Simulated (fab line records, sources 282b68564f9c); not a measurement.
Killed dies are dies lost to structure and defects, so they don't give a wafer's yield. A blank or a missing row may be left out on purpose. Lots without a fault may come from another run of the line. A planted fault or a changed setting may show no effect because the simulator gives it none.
fab line records | flow rit_cmos | part 1 of 2: steps 1 to 31 of 44
record lots=5 wafers=15 last_day=7
route steps=202 shown GATE@78 FOX2@80 REOX@98 NLDD@103 PLDD@114
lots that met no fault: from a run of the same line without faults
start_h: hours from the record's first day to the start of the lot's first wafer shown | wait_h: hours since the lot's step before | " the same as in the row above | L1.1+2: a row that stands for several wafers | - no value, or no start given | * or withheld: withheld | < > ~ a bound
route shown NAME@n: a module of which the file shows steps, and the number in the route of the first | usual: mean/standard deviation of fault-free wafers | same: alike in all rows | chamber/n: place in a boat | sites: the reading at each site | _std_site: their standard deviation | _edge_site: outer sites' mean less inner sites' | radius_mm: how far each site lies from the wafer's centre | mask NAME#n: copy n | behind: the tool/chamber that last shaped the wafer | hold: why the lot was held/for how many hours/how that ended | device: the transistor (n, p or np) that didn't switch | end of line: the same wafers' tests at the end of the route | a step without rows: its recipe alone | killed: dies lost to structure and defects at the first sort, not the wafer's yield | map: a wafer's dies, x killed, . not, _ none there
set.NAME: the setting as run; set.NAME@STEP: as run at that earlier step | model.NAME: the simulator's own value behind a step, which no gauge read
lots at some steps of the route; a table a step, a row a wafer
services: from which hour (start_h, from the record's first day; less than 0 if before it) a tool's chamber was out of use, for how many hours, and why
## steps
# step RIT_GATE_CLEAN_03
# recipe chemistry=SC2 mix=3:3:50 time_s=600 temp_c=75 dry=n2_spin
# columns lot.wafer tool chamber start_h wait_h
L082.1+3+6 wet_bench-02 1 73.78 0.0
L087.1+3+6 wet_bench-04 3 99.07 0.0
L091.1+2+4 wet_bench-02 0 119.76 0.0
L093.1+2+5 wet_bench-01 2 128.25 0.0
L097.1+2+3 wet_bench-01 1 147.37 0.0
# step RIT_GATE_CLEAN_04
# recipe chemistry=dHF dilution=50:1 time_s=60 dry=n2_spin
# columns lot.wafer tool chamber start_h wait_h
L082.1+3+6 wet_bench-04 2 73.95 0.0
L087.1+3+6 wet_bench-04 0 99.24 0.0
L091.1+2+4 wet_bench-01 0 119.96 0.0
L093.1+2+5 wet_bench-02 3 128.42 0.0
L097.1+2+3 wet_bench-02 3 147.55 0.0
# step RIT_FOX2_THK_MEAS_91
# recipe reads=SiO2_of_FOX2_OXIDATION_00
# usual FIELD_OXIDE_LEFT_2_THK=253/8.2
# columns lot.wafer tool chamber start_h wait_h FIELD_OXIDE_LEFT_2_THK[nm]
L082.1 film_metro-02 - 73.98 0.0 265
L082.3 " - " " 273
L082.6 " - " " 272
L087.1 film_metro-01 - 99.27 0.0 252
L087.3 " - " " 255
L087.6 " - " " 256
L091.1 film_metro-02 - 119.98 0.0 257
L091.2 " - " " 259
L091.4 " - " " 260
L093.1 film_metro-03 - 128.45 0.0 249
L093.2 " - " " 256
L093.5 " - " " 253
L097.1 film_metro-03 - 147.57 0.0 242
L097.2 " - " " 245
L097.3 " - " " 246
# step RIT_GATE_OXIDATION_05
# recipe temp_c=900 ambient=O2 target_thk_a=30 ox_time_s=270
# usual spike_tc_centre_C=902.7/1.3 zone_power_centre_pct=41/4.6
# same ox_time_s=270
# columns lot.wafer tool chamber start_h wait_h spike_tc_centre_C zone_power_centre_pct
L082.1 furnace-04 0 75.00 1.0 901.8 44
L082.3 " 0 " " 903.2 43
L082.6 " 0 " " 900.6 44
L087.1 furnace-01 0 99.86 0.6 907.0 34
L087.3 " 0 " " 904.6 34
L087.6 " 0 " " 902.6 35
L091.1 furnace-04 0 122.15 2.2 901.2 43
L091.2 " 0 " " 902.2 44
L091.4 " 0 " " 902.0 44
L093.1 furnace-04 0 128.51 0.1 900.9 45
L093.2 " 0 " " 902.5 44
L093.5 " 0 " " 903.1 44
L097.1 furnace-04 0 148.27 0.7 902.5 44
L097.2 " 0 " " 903.4 44
L097.3 " 0 " " 900.9 43
# step RIT_GATE_ANNEAL_06
# recipe temp_c=900 time_s=600 ambient=N2O
# usual spike_tc_centre_C=902.4/1.2 zone_power_centre_pct=44/3.7
# columns lot.wafer tool chamber start_h wait_h spike_tc_centre_C zone_power_centre_pct
L082.1 furnace-03 0 76.38 0.3 901.4 47
L082.3 " 0 " " 902.6 46
L082.6 " 0 " " 902.6 47
L087.1 furnace-03 0 103.31 2.4 903.4 46
L087.3 " 0 " " 903.3 46
L087.6 " 0 " " 902.7 46
L091.1 furnace-03 0 124.15 0.9 900.1 47
L091.2 " 0 " " 903.1 47
L091.4 " 0 " " 903.9 46
L093.1 furnace-04 0 129.58 0.0 901.5 43
L093.2 " 0 " " 903.2 44
L093.5 " 0 " " 900.7 44
L097.1 furnace-01 0 149.93 0.6 904.6 35
L097.2 " 0 " " 903.7 35
L097.3 " 0 " " 904.0 36
# step RIT_GATE_THK_MEAS_07
# recipe reads=SiO2_of_GATE_OXIDATION_05
# usual GATE_OXIDE_THK=2.99/0.054
# columns lot.wafer tool chamber start_h wait_h GATE_OXIDE_THK[nm]
L082.1 film_metro-02 - 76.63 0.0 2.98
L082.3 " - " " 2.99
L082.6 " - " " 3.00
L087.1 film_metro-01 - 103.56 0.0 3.05
L087.3 " - " " 3.00
L087.6 " - " " 3.01
L091.1 film_metro-01 - 124.40 0.0 3.03
L091.2 " - " " 2.91
L091.4 " - " " 3.01
L093.1 film_metro-03 - 129.83 0.0 3.01
L093.2 " - " " 3.03
L093.5 " - " " 2.99
L097.1 film_metro-02 - 150.18 0.0 2.92
L097.2 " - " " 2.92
L097.3 " - " " 2.93
# step RIT_GATE_CVD_08
# recipe material=poly-Si target_thk_nm=250 temp_c=610 precursor=SiH4 time_s=2220 pressure_mtorr=300 sih4_flow_sccm=100
# usual spike_tc_centre_C=612.6/1.3 zone_power_centre_pct=28.1/1.2
# columns lot.wafer tool chamber start_h wait_h spike_tc_centre_C zone_power_centre_pct
L082.1 lpcvd-02 1 76.69 0.1 614.3 26.4
L082.3 " 1 " " 612.9 27.0
L082.6 " 1 " " 611.6 27.4
L087.1 lpcvd-01 1 103.91 0.3 613.4 28.0
L087.3 " 1 " " 612.8 28.4
L087.6 " 1 " " 613.6 28.2
L091.1 lpcvd-02 0 124.46 0.1 612.7 26.8
L091.2 " 0 " " 613.2 27.0
L091.4 " 0 " " 611.7 27.2
L093.1 lpcvd-02 1 129.89 0.1 613.0 27.2
L093.2 " 1 " " 614.0 26.7
L093.5 " 1 " " 611.8 26.8
L097.1 lpcvd-02 1 150.24 0.1 613.9 26.8
L097.2 " 1 " " 613.3 27.1
L097.3 " 1 " " 613.3 26.9
# step RIT_GATE_THK_MEAS_09
# recipe reads=poly-Si_of_GATE_CVD_08
# usual GATE_POLY_THK=250.5/2.6
# columns lot.wafer tool chamber start_h wait_h GATE_POLY_THK[nm]
L082.1 film_metro-02 - 79.11 0.0 248.2
L082.3 " - " " 247.7
L082.6 " - " " 250.5
L087.1 film_metro-01 - 105.52 0.0 253.1
L087.3 " - " " 250.4
L087.6 " - " " 252.5
L091.1 film_metro-02 - 126.88 0.0 247.7
L091.2 " - " " 247.2
L091.4 " - " " 248.2
L093.1 film_metro-01 - 132.32 0.0 248.8
L093.2 " - " " 249.2
L093.5 " - " " 250.6
L097.1 film_metro-02 - 152.67 0.0 248.9
L097.2 " - " " 245.5
L097.3 " - " " 245.5
# step RIT_GATE_HMDS_10
# recipe prime_time_s=60 prime_temp_c=140
# same prime_time_s=60
# columns lot.wafer tool chamber start_h wait_h
L082.1+3+6 litho_track-01 0 79.17 0.1
L087.1+3+6 litho_track-04 0 105.58 0.1
L091.1+2+4 litho_track-01 0 126.94 0.1
L093.1+2+5 litho_track-03 0 132.38 0.1
L097.1+2+3 litho_track-04 0 152.73 0.1
# step RIT_GATE_COAT_11
# recipe resist=NOVOLAK spin_rpm=4332 resist_thk_nm=850
# columns lot.wafer tool chamber start_h wait_h
L082.1+3+6 litho_track-01 0 79.32 0.1
L087.1+3+6 litho_track-04 0 105.73 0.1
L091.1+2+4 litho_track-01 0 127.09 0.1
L093.1+2+5 litho_track-03 0 132.53 0.1
L097.1+2+3 litho_track-04 0 152.88 0.1
# step RIT_GATE_SOFTBAKE_12
# recipe resist=NOVOLAK temp_c=90 time_s=60
# columns lot.wafer tool chamber start_h wait_h
L082.1+3+6 litho_track-01 0 79.47 0.1
L087.1+3+6 litho_track-04 0 105.88 0.1
L091.1+2+4 litho_track-01 0 127.24 0.1
L093.1+2+5 litho_track-03 0 132.68 0.1
L097.1+2+3 litho_track-04 0 153.03 0.1
# step RIT_GATE_EXPOSE_13
# recipe mask_id=M6 na=0.6 source_shape=conventional sigma_outer=0.6 target_cd_nm=150 dose_mj=380
# usual reticle_temp_C=23.00/0.11
# same na=0.6
# columns lot.wafer tool chamber start_h wait_h mask reticle_temp_C
L082.1 iline_stepper-01 0 79.62 0.1 M6#0 22.83
L082.3 " 0 " " M6#0 22.94
L082.6 " 0 " " M6#0 22.94
L087.1 iline_stepper-02 0 106.16 0.2 M6#0 23.03
L087.3 " 0 " " M6#0 22.93
L087.6 " 0 " " M6#0 23.20
L091.1 iline_stepper-01 0 127.52 0.2 M6#0 23.00
L091.2 " 0 " " M6#0 22.97
L091.4 " 0 " " M6#0 23.05
L093.1 iline_stepper-02 0 132.83 0.1 M6#0 22.91
L093.2 " 0 " " M6#0 22.76
L093.5 " 0 " " M6#0 22.69
L097.1 iline_stepper-02 0 153.18 0.1 M6#0 23.01
L097.2 " 0 " " M6#0 23.05
L097.3 " 0 " " M6#0 23.11
# step RIT_GATE_PEB_14
# recipe resist=NOVOLAK temp_c=withheld time_s=withheld
# columns lot.wafer tool chamber start_h wait_h
L082.1+3+6 litho_track-04 0 79.74 0.1
L087.1+3+6 litho_track-03 0 106.35 0.2
L091.1+2+4 litho_track-03 0 127.64 0.1
L093.1+2+5 litho_track-01 0 132.95 0.1
L097.1+2+3 litho_track-01 0 153.29 0.1
# step RIT_GATE_DEVELOP_15
# recipe resist=NOVOLAK develop_time_s=50 dev_temp_c=23
# usual developer_temp_C=23.01/0.1
# columns lot.wafer tool chamber start_h wait_h developer_temp_C
L082.1 litho_track-04 0 - - 22.98
L082.3 " 0 " " 23.01
L082.6 " 0 " " 23.12
L087.1 litho_track-03 0 - - 23.20
L087.3 " 0 " " 22.99
L087.6 " 0 " " 23.14
L091.1 litho_track-03 0 - - 23.17
L091.2 " 0 " " 23.19
L091.4 " 0 " " 23.19
L093.1 litho_track-01 0 - - 22.97
L093.2 " 0 " " 22.89
L093.5 " 0 " " 23.10
L097.1 litho_track-01 0 - - 23.01
L097.2 " 0 " " 23.09
L097.3 " 0 " " 22.92
# step RIT_GATE_CD_MEAS_16
# recipe target_cd_nm=150
# usual cd_nm=148.2/2
# columns lot.wafer tool chamber start_h wait_h cd_nm
L082.1 cd_sem-02 - 80.02 - 146.5
L082.3 " - " " 148.2
L082.6 " - " " 147.2
L087.1 cd_sem-01 - 106.63 - 149.0
L087.3 " - " " 152.6
L087.6 " - " " 149.2
L091.1 cd_sem-02 - 127.92 - 146.8
L091.2 " - " " 146.1
L091.4 " - " " 148.1
L093.1 cd_sem-02 - 133.23 - 146.9
L093.2 " - " " 149.2
L093.5 " - " " 148.8
L097.1 cd_sem-02 - 153.58 - 149.3
L097.2 " - " " 147.0
L097.3 " - " " 149.0
# step RIT_GATE_OVL_MEAS_17
# usual GATE_OVL=-0.7/1.6
# columns lot.wafer tool chamber start_h wait_h GATE_OVL[nm]
L082.1 overlay-02 - 80.14 0.1 0.8
L082.3 " - " " -1.3
L082.6 " - " " -2.3
L087.1 overlay-02 - 106.75 0.1 0.7
L087.3 " - " " -1.0
L087.6 " - " " -0.4
L091.1 overlay-02 - 128.04 0.1 -3.3
L091.2 " - " " -2.1
L091.4 " - " " -3.5
L093.1 overlay-01 - 133.35 0.1 2.7
L093.2 " - " " 1.2
L093.5 " - " " 1.1
L097.1 overlay-01 - 153.70 0.1 0.3
L097.2 " - " " -2.3
L097.3 " - " " 0.1
# step RIT_GATE_HARDBAKE_18
# recipe resist=NOVOLAK temp_c=140 time_s=60
# columns lot.wafer tool chamber start_h wait_h
L082.1+3+6 litho_track-04 0 80.18 0.0
L087.1+3+6 litho_track-04 0 106.79 0.0
L091.1+2+4 litho_track-01 0 128.08 0.0
L093.1+2+5 litho_track-01 0 133.38 0.0
L097.1+2+3 litho_track-01 0 153.73 0.0
# step RIT_GATE_ETCH_19
# recipe chemistry=SF6/CHF3/O2 time_s=165 SF6_flow_sccm=30 CHF3_flow_sccm=30 O2_flow_sccm=5 target=poly-Si pressure_mtorr=40 rf_w=160 target_depth_a=3125 over_etch_frac=0.25 stop_on=SiO2
# usual drypump_motor_current_A=5.7/0.46 oes_product_au=0.840/0.013 throttle_valve_pct=10.21/0.16
# columns lot.wafer tool chamber start_h wait_h drypump_motor_current_A oes_product_au rf_hours_counter_h throttle_valve_pct
L082.1 rie_si-01 3 80.33 0.1 5.0 0.821 46 10.18
L082.3 " 0 " " 5.7 0.835 76 10.01
L082.6 " 0 " " 5.7 0.860 - 10.02
L087.1 rie_si-02 3 106.94 0.1 5.4 0.839 49 10.19
L087.3 " 1 " " 5.9 0.831 0 10.37
L087.6 " 2 " " 5.6 0.841 - 10.30
L091.1 rie_si-02 0 128.23 0.1 6.7 0.845 4 10.45
L091.2 " 3 " " 5.4 0.831 49 10.17
L091.4 " 1 " " 5.9 0.829 1 10.35
L093.1 rie_si-02 0 133.53 0.1 6.7 0.847 4 10.45
L093.2 " 2 " " 5.6 0.815 35 10.26
L093.5 " 1 " " 5.9 0.840 - 10.36
L097.1 rie_si-02 2 153.88 0.1 5.6 0.826 35 10.27
L097.2 " 1 " " 5.9 0.828 1 10.35
L097.3 " 3 " " 5.4 0.828 50 10.18
# step RIT_GATE_STRIP_20
# recipe chemistry=O2 time_s=180 resist=NOVOLAK platen_temp_c=withheld power_w=500 pressure_mtorr=4000 o2_flow_sccm=4000
# usual drypump_motor_current_A=5.7/0.44 rf_refl_power_W=6.6/0.93
# columns lot.wafer tool chamber start_h wait_h drypump_motor_current_A rf_hours_counter_h rf_refl_power_W
L082.1 plasma_asher-01 0 80.44 0.1 5.4 44 7.7
L082.3 " 0 " " 5.4 - 7.7
L082.6 " 0 " " 5.4 - 7.6
L087.1 plasma_asher-01 0 107.04 0.1 5.4 47 7.6
L087.3 " 1 " " 5.4 - 7.4
L087.6 " 0 " " 5.4 - 7.5
L091.1 plasma_asher-02 0 128.33 0.1 6.4 48 7.3
L091.2 " 1 " " 5.4 48 5.4
L091.4 " 0 " " 6.4 - 6.5
L093.1 plasma_asher-01 1 133.64 0.1 5.4 2 7.3
L093.2 " 0 " " 5.4 2 7.6
L093.5 " 1 " " 5.4 - 7.2
L097.1 plasma_asher-01 0 153.99 0.1 5.4 4 7.3
L097.2 " 1 " " 5.4 4 7.4
L097.3 " 1 " " 5.5 - 7.3
# step RIT_GATE_CD_MEAS_90
# recipe target_cd_nm=150
# usual cd_nm=148.2/2
# columns lot.wafer tool chamber start_h wait_h cd_nm
L082.1 cd_sem-01 - 80.61 0.1 146.8
L082.3 " - " " 148.0
L082.6 " - " " 146.9
L087.1 cd_sem-02 - 107.22 0.1 149.3
L087.3 " - " " 152.7
L087.6 " - " " 148.9
L091.1 cd_sem-01 - 128.51 0.1 146.7
L091.2 " - " " 146.3
L091.4 " - " " 148.3
L093.1 cd_sem-02 - 133.82 0.1 147.1
L093.2 " - " " 149.2
L093.5 " - " " 148.7
L097.1 cd_sem-01 - 154.17 0.1 149.7
L097.2 " - " " 147.1
L097.3 " - " " 148.6
# step RIT_REOX_CLEAN_00
# recipe chemistry=SC1 mix=3:3:50 time_s=600 temp_c=75
# columns lot.wafer tool chamber start_h wait_h
L082.1+3+6 wet_bench-03 3 80.73 0.1
L087.1+3+6 wet_bench-03 1 107.34 0.1
L091.1+2+4 wet_bench-03 2 128.63 0.1
L093.1+2+5 wet_bench-03 2 133.94 0.1
L097.1+2+3 wet_bench-01 2 154.29 0.1
# step RIT_REOX_CLEAN_01
# recipe chemistry=dHF dilution=50:1 time_s=30
# columns lot.wafer tool chamber start_h wait_h
L082.1+3+6 wet_bench-01 3 80.92 0.0
L087.1+3+6 wet_bench-01 3 107.72 0.0
L091.1+2+4 wet_bench-04 0 128.82 0.0
L093.1+2+5 wet_bench-01 0 134.13 0.0
L097.1+2+3 wet_bench-04 2 154.46 0.0
# step RIT_REOX_CLEAN_02
# recipe chemistry=SC2 mix=3:3:50 time_s=600 temp_c=75 dry=n2_spin
# columns lot.wafer tool chamber start_h wait_h
L082.1+3+6 wet_bench-04 3 80.94 0.0
L087.1+3+6 wet_bench-04 0 107.74 0.0
L091.1+2+4 wet_bench-01 1 128.84 0.0
L093.1+2+5 wet_bench-04 0 134.15 0.0
L097.1+2+3 wet_bench-03 2 154.48 0.0
# step RIT_REOX_OXIDATION_03
# recipe temp_c=904.9 ambient=O2 target_thk_a=252 ox_time_s=5580
# usual spike_tc_centre_C=907.6/1.4 zone_power_centre_pct=42/4.9
# same ox_time_s=5580
# columns lot.wafer tool chamber start_h wait_h spike_tc_centre_C zone_power_centre_pct
L082.1 furnace-01 0 81.93 0.8 910.1 35
L082.3 " 0 " " 909.0 35
L082.6 " 0 " " 909.1 35
L087.1 furnace-01 0 107.91 0.0 909.6 34
L087.3 " 0 " " 908.0 35
L087.6 " 0 " " 908.2 35
L091.1 furnace-03 0 129.01 0.0 908.9 47
L091.2 " 0 " " 907.5 47
L091.4 " 0 " " 908.8 46
L093.1 furnace-04 0 135.16 0.8 905.9 44
L093.2 " 0 " " 906.1 45
L093.5 " 0 " " 906.0 44
L097.1 furnace-04 0 155.95 1.3 906.2 44
L097.2 " 0 " " 907.2 44
L097.3 " 0 " " 907.0 44
# step RIT_REOX_THK_MEAS_04
# recipe reads=SiO2_of_REOX_OXIDATION_03
# usual REOX_OXIDE_THK=26.3/0.47
# columns lot.wafer tool chamber start_h wait_h REOX_OXIDE_THK[nm]
L082.1 film_metro-04 - 84.48 0.0 27.2
L082.3 " - " " 26.8
L082.6 " - " " 26.7
L087.1 film_metro-02 - 110.46 0.0 26.7
L087.3 " - " " 26.8
L087.6 " - " " 26.9
L091.1 film_metro-02 - 131.56 0.0 25.7
L091.2 " - " " 26.2
L091.4 " - " " 25.9
L093.1 film_metro-03 - 137.71 0.0 26.6
L093.2 " - " " 26.6
L093.5 " - " " 26.4
L097.1 film_metro-02 - 158.50 0.0 26.5
L097.2 " - " " 26.5
L097.3 " - " " 26.4
# step RIT_NLDD_HMDS_00
# recipe prime_time_s=60 prime_temp_c=140
# same prime_time_s=60
# columns lot.wafer tool chamber start_h wait_h
L082.1+3+6 litho_track-04 0 84.54 0.1
L087.1+3+6 litho_track-01 0 110.52 0.1
L091.1+2+4 litho_track-04 0 131.62 0.1
L093.1+2+5 litho_track-02 0 137.77 0.1
L097.1+2+3 litho_track-02 0 158.73 0.2
# step RIT_NLDD_COAT_01
# recipe resist=NOVOLAK spin_rpm=3250 resist_thk_nm=1000
# columns lot.wafer tool chamber start_h wait_h
L082.1+3+6 litho_track-04 0 84.69 0.1
L087.1+3+6 litho_track-01 0 110.67 0.1
L091.1+2+4 litho_track-04 0 131.77 0.1
L093.1+2+5 litho_track-02 0 137.92 0.1
L097.1+2+3 litho_track-02 0 158.88 0.1
# step RIT_NLDD_SOFTBAKE_02
# recipe resist=NOVOLAK temp_c=90 time_s=60
# columns lot.wafer tool chamber start_h wait_h
L082.1+3+6 litho_track-04 0 84.84 0.1
L087.1+3+6 litho_track-01 0 110.82 0.1
L091.1+2+4 litho_track-04 0 131.92 0.1
L093.1+2+5 litho_track-02 0 138.07 0.1
L097.1+2+3 litho_track-02 0 159.03 0.1
# step RIT_NLDD_EXPOSE_03
# recipe mask_id=M7 na=0.57 target_cd_nm=40700 dose_mj=250
# usual reticle_temp_C=23.02/0.13
# same na=0.57
# columns lot.wafer tool chamber start_h wait_h mask reticle_temp_C
L082.1 iline_stepper-01 0 84.99 0.1 M7#0 23.28
L082.3 " 0 " " M7#0 23.17
L082.6 " 0 " " M7#0 23.17
L087.1 iline_stepper-01 0 110.97 0.1 M7#0 22.90
L087.3 " 0 " " M7#0 22.85
L087.6 " 0 " " M7#0 22.97
L091.1 iline_stepper-02 0 132.22 0.3 M7#0 22.84
L091.2 " 0 " " M7#0 23.01
L091.4 " 0 " " M7#0 23.00
L093.1 iline_stepper-02 0 138.22 0.1 M7#0 23.01
L093.2 " 0 " " M7#0 23.03
L093.5 " 0 " " M7#0 23.02
L097.1 iline_stepper-01 0 159.18 0.1 M7#0 23.24
L097.2 " 0 " " M7#0 23.17
L097.3 " 0 " " M7#0 23.17
# step RIT_NLDD_PEB_04
# recipe resist=NOVOLAK temp_c=withheld time_s=withheld
# columns lot.wafer tool chamber start_h wait_h
L082.1+3+6 litho_track-01 0 85.18 0.2
L087.1+3+6 litho_track-02 0 111.09 0.1
L091.1+2+4 litho_track-01 0 132.34 0.1
L093.1+2+5 litho_track-01 0 138.34 0.1
L097.1+2+3 litho_track-02 0 159.30 0.1
# step RIT_NLDD_DEVELOP_05
# recipe resist=NOVOLAK develop_time_s=50 dev_temp_c=23
# usual developer_temp_C=23.00/0.099
# columns lot.wafer tool chamber start_h wait_h developer_temp_C
L082.1 litho_track-01 0 - - 23.00
L082.3 " 0 " " 22.98
L082.6 " 0 " " 23.05
L087.1 litho_track-02 0 - - 23.03
L087.3 " 0 " " 23.03
L087.6 " 0 " " 22.91
L091.1 litho_track-01 0 - - 22.94
L091.2 " 0 " " 23.07
L091.4 " 0 " " 22.92
L093.1 litho_track-01 0 - - 23.03
L093.2 " 0 " " 22.91
L093.5 " 0 " " 23.05
L097.1 litho_track-02 0 - - 23.09
L097.2 " 0 " " 23.12
L097.3 " 0 " " 23.04
